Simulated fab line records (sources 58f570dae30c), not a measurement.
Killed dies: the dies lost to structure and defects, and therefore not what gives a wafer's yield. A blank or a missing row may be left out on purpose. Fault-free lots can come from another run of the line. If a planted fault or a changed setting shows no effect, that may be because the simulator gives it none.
fab line records	flow berkeley-cmos170
record: lots: 6	wafers: 18	last-day: 12
route steps=331 shown M1@253 V1@254
lots with no fault: from the same line, run without faults
start-h: hours from the record's first day to the start of the lot's first wafer shown	wait-h: how many hours have passed since the lot's step before this one	" unchanged from the row above	L1.1+2: a single row standing in for several wafers	- either no value or no given start	* or withheld: withheld	< > ~ a bound
route shown NAME@n: names a module that has steps shown in the file, with the first one's number in the route	usual: the fault-free wafers' mean and standard deviation	same: alike in all rows	chamber/n: place in a boat	sites: the reading at each site	_std_site: how widely they spread, as a standard deviation	_edge_site: the outer-site mean with the inner-site mean subtracted	radius-mm: how far each site lies from the wafer's centre	mask NAME#n: copy n	behind: tool/chamber where the wafer was last shaped	hold: why the lot went on hold/how many hours it stayed there/how the hold came to an end	device: the n, p or np transistor that did not switch	end of line: at the end of the route, the tests of the same wafers	for a step that has no rows: nothing shown but its recipe	killed: count of dies lost to structure and defects at first sort (not the wafer's yield)	map: dies across one wafer; x = killed, . = not, _ = none there
set.NAME: the setting the step ran with; set.NAME@STEP: the setting that earlier step ran with	model.NAME: the simulator's own value behind a step, which no gauge read
lots at some steps of the route; a table a step, a row a wafer
services: from which hour (start-h, from the record's first day; less than 0 if before it) a tool's chamber was out of use, for how many hours, and why
== steps ==
step: UCB170_M1_ANNEAL_14
recipe: temp-c: 400	time-s: 1200	ambient: forming-gas
step: UCB170_V1_CVD_00
recipe: material: SiO2	target-thk-nm: 2000	temp-c: 390	precursor: TEOS/O2	time-s: 250	rf-w: 550	pressure-mtorr: 9000
usual: heater-power-w: 246/65
lot.wafer	tool	chamber	start-h	wait-h	heater-power-w
L865.1	pecvd-01	0	170.88	0.0	274
L865.2	"	2	"	"	317
L865.3	"	1	"	"	255
L878.1	pecvd-01	2	240.79	0.0	298
L878.3	"	0	"	"	333
L878.6	"	1	"	"	183
L879.2	pecvd-02	1	240.79	0.0	132
L879.3	"	2	"	"	397
L879.5	"	2	"	"	287
L882.2	pecvd-02	0	240.95	0.2	276
L882.4	"	1	"	"	104
L882.5	"	2	"	"	293
L883.3	pecvd-02	2	267.66	0.0	372
L883.4	"	0	"	"	202
L883.6	"	1	"	"	161
L885.2	pecvd-03	0	267.66	0.0	251
L885.3	"	2	"	"	240
L885.5	"	2	"	"	194
step: UCB170_V1_THK_MEAS_01
recipe: reads: SiO2_of_V1_CVD_00
usual: V1_TEOS_THK: 2017/28
lot.wafer	tool	chamber	start-h	wait-h	V1_TEOS_THK[nm]
L865.1	film-metro-02	-	171.03	0.1	1995
L865.2	"	-	"	"	1997
L865.3	"	-	"	"	2011
L878.1	film-metro-03	-	240.95	0.1	2027
L878.3	"	-	"	"	2025
L878.6	"	-	"	"	2079
L879.2	film-metro-02	-	240.96	0.1	1981
L879.3	"	-	"	"	2018
L879.5	"	-	"	"	2012
L882.2	film-metro-02	-	241.11	0.1	1989
L882.4	"	-	"	"	2024
L882.5	"	-	"	"	2035
L885.2	film-metro-04	-	267.83	0.1	1988
L885.3	"	-	"	"	2034
L885.5	"	-	"	"	2047
L883.3	film-metro-03	-	267.88	0.1	2000
L883.4	"	-	"	"	2029
L883.6	"	-	"	"	2016
step: UCB170_V1_CMP_02
recipe: material: SiO2	down-force-psi: 6	platen-rpm: 60	pad-velocity-m-s: 0.75398
usual: edge-zone-pressure-frac: 1.000/0.0052	motor-current-A: 15.5/1.7
lot.wafer	tool	chamber	start-h	wait-h	edge-zone-pressure-frac	motor-current-A
L865.1	cmp-01	3	171.39	0.3	1.003	17.1
L865.3	"	0	"	"	1.000	13.9
L865.2	"	1	"	"	0.995	18.2
L878.3	cmp-02	0	241.06	0.1	0.989	15.8
L878.1	"	1	"	"	0.995	15.9
L878.6	"	3	"	"	1.000	13.2
L879.2	cmp-01	0	241.11	0.1	1.004	14.8
L879.3	"	1	"	"	1.002	18.4
L879.5	"	3	"	"	1.000	16.9
L882.2	cmp-02	3	241.36	0.2	1.001	12.8
L882.4	"	1	"	"	1.000	15.1
L882.5	"	3	"	"	0.999	12.5
L885.2	cmp-02	0	267.93	0.1	1.006	15.6
L885.3	"	1	"	"	0.994	15.2
L885.5	"	0	"	"	1.000	15.9
L883.4	cmp-01	0	268.18	0.3	1.001	14.6
L883.3	"	3	"	"	1.004	17.0
L883.6	"	1	"	"	1.009	18.3
step: UCB170_V1_BOW_MEAS_03
recipe: mode: bow
usual: V1_BOW: 18/7.7
lot.wafer	tool	chamber	start-h	wait-h	V1_BOW[um]
L865.1	film-metro-02	-	171.69	0.2	8
L865.2	"	-	"	"	18
L865.3	"	-	"	"	8
L878.1	film-metro-02	-	241.31	0.1	11
L878.3	"	-	"	"	23
L878.6	"	-	"	"	13
L879.2	film-metro-03	-	241.33	0.2	22
L879.3	"	-	"	"	27
L879.5	"	-	"	"	20
L882.2	film-metro-02	-	241.63	0.2	21
L882.4	"	-	"	"	1
L882.5	"	-	"	"	9
L885.2	film-metro-04	-	268.20	0.2	10
L885.3	"	-	"	"	14
L885.5	"	-	"	"	22
L883.3	film-metro-04	-	268.52	0.1	17
L883.4	"	-	"	"	24
L883.6	"	-	"	"	16
step: UCB170_V1_THK_MEAS_04
recipe: reads: SiO2_of_V1_CVD_00
usual: V1_POLISHED_THK: 1000.3/1.2
lot.wafer	tool	chamber	start-h	wait-h	V1_POLISHED_THK[nm]
L865.1	film-metro-02	-	171.81	0.1	1001.5
L865.2	"	-	"	"	1000.1
L865.3	"	-	"	"	997.9
L878.1	film-metro-02	-	241.43	0.1	999.6
L878.3	"	-	"	"	1000.1
L878.6	"	-	"	"	999.6
L879.2	film-metro-03	-	241.44	0.1	998.7
L879.3	"	-	"	"	1000.5
L879.5	"	-	"	"	1002.8
L882.2	film-metro-02	-	241.74	0.1	1000.6
L882.4	"	-	"	"	1001.7
L882.5	"	-	"	"	999.5
L885.2	film-metro-04	-	268.31	0.1	999.9
L885.3	"	-	"	"	1000.8
L885.5	"	-	"	"	1000.6
L883.3	film-metro-04	-	268.62	0.1	1000.9
L883.4	"	-	"	"	999.8
L883.6	"	-	"	"	1000.4
step: UCB170_V1_CLEAN_05
recipe: chemistry: DIW
step: UCB170_V1_HMDS_06
recipe: prime-time-s: 60	prime-temp-c: 100
step: UCB170_V1_COAT_07
recipe: resist: KrF	spin-rpm: 1500	resist-thk-nm: 900
step: UCB170_V1_SOFTBAKE_08
recipe: resist: KrF	temp-c: 130	time-s: 60
step: UCB170_V1_EXPOSE_09
recipe: mask-id: VIA1	target-cd-nm: 700	na: 0.5	sigma-outer: 0.6	source-shape: conventional	dose-mj: 37
step: UCB170_V1_PEB_10
recipe: peb-temp-c: 130	peb-time-s: withheld	resist: KrF
step: UCB170_V1_DEVELOP_11
recipe: developer: TMAH	develop-time-s: 45	resist: KrF	dev-temp-c: 21
usual: chill-plate-temp-C: 23.00/0.12	develop-time-s: 45/0	developer-temp-C: 20.99/0.13
lot.wafer	tool	chamber	start-h	wait-h	chill-plate-temp-C	develop-time-s	developer-temp-C	model.KrF_of_V1_COAT_07.thk-nm
L865.1	litho-track-03	0	173	-	23.03	45	21.24	886.4
L865.2	"	0	"	"	22.97	45	21.27	889.5
L865.3	"	0	"	"	22.99	45	21.18	883.9
L878.1	litho-track-04	-	242	-	-	-	-	899.1
L878.3	"	-	"	"	-	-	-	899.4
L878.6	"	-	"	"	-	-	-	898.2
L879.2	litho-track-03	-	243	-	-	-	-	899.3
L879.3	"	-	"	"	-	-	-	902.3
L879.5	"	-	"	"	-	-	-	902.9
L882.2	litho-track-03	0	243	-	23.08	45	20.89	886.3
L882.4	"	0	"	"	23.25	45	20.99	887.9
L882.5	"	0	"	"	22.99	45	20.97	888.3
L885.2	litho-track-04	0	270	-	22.93	45	20.83	889.5
L885.3	"	0	"	"	22.89	45	20.92	887.7
L885.5	"	0	"	"	22.93	45	20.71	887.1
L883.3	litho-track-03	0	270	-	22.95	45	20.87	886.3
L883.4	"	0	"	"	22.97	45	20.90	885.9
L883.6	"	0	"	"	23.07	45	21.07	887
step: UCB170_V1_CD_MEAS_12
recipe: target-cd-nm: 700
usual: cd-nm: 700.1/1.4
lot.wafer	tool	chamber	start-h	wait-h	cd-nm
L865.1	cd-sem-02	-	173.55	-	697.3
L865.2	"	-	"	"	697.9
L865.3	"	-	"	"	699.0
L878.1	cd-sem-01	-	242.88	-	-
L878.3	"	-	"	"	-
L878.6	"	-	"	"	-
L879.2	cd-sem-02	-	243.33	-	-
L879.3	"	-	"	"	-
L879.5	"	-	"	"	-
L882.2	cd-sem-01	-	243.60	-	700.0
L882.4	"	-	"	"	700.1
L882.5	"	-	"	"	698.4
L885.2	cd-sem-02	-	270.36	-	699.3
L885.3	"	-	"	"	699.7
L885.5	"	-	"	"	700.2
L883.3	cd-sem-01	-	270.71	-	699.5
L883.4	"	-	"	"	701.2
L883.6	"	-	"	"	699.4
== services ==
tool	chamber	start-h	hours	kind
pecvd-03	0	149.50	-	clean
pecvd-03	1	149.50	-	clean
pecvd-03	2	149.50	-	clean
pecvd-02	2	152.27	2.7	repair
pecvd-02	-	175.87	0.9	repair
pecvd-01	-	187.36	0.3	repair
pecvd-02	-	221.72	10.3	repair
pecvd-02	-	227.77	1.1	repair
cmp-01	-	232.00	4.0	pm
cmp-01	-	236.00	-	consumable-replace:conditioner
cmp-01	-	236.00	-	consumable-replace:pad
pecvd-01	-	242.50	14.0	pm
pecvd-01	0	242.50	14.0	vent-cycle
pecvd-01	1	242.50	14.0	vent-cycle
pecvd-01	2	242.50	14.0	vent-cycle
pecvd-02	2	242.80	5.7	repair
pecvd-01	0	256.50	-	clean
pecvd-01	1	256.50	-	clean
pecvd-01	2	256.50	-	clean
cmp-01	-	265.97	1.6	repair
cmp-01	-	269.56	1.0	repair
== key ==
first-sign: step: UCB170_V1_DEVELOP_11	reading: tool-record	direction: missing
effect none on later readings
model-effect: step: UCB170_V1_DEVELOP_11	value: KrF_of_V1_COAT_07.thk-nm	without: 886	struck: 900.2
met-at UCB170_V1_DEVELOP_11
struck-wafers L878.1,L878.3,L878.6,L879.2,L879.3,L879.5
later-rows-left-out L878.1,L878.3,L878.6,L879.2,L879.3,L879.5
sort-left-out L878.1,L878.3,L878.6,L879.2,L879.3,L879.5
onset-between 173 242
fault: kind: skipped-step-whole	tool: litho-track-03,litho-track-04	chamber: -	onset-h: 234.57	steps: UCB170_V1_DEVELOP_11	scope: struck-lots-only
sort-left-out: the simulated sort isn't trusted on such a fault, so these wafers' sort isn't shown, and their yield isn't known
later-rows-left-out: the simulator's readings of these wafers behind a module that went badly wrong aren't trusted and aren't shown, but for the sort
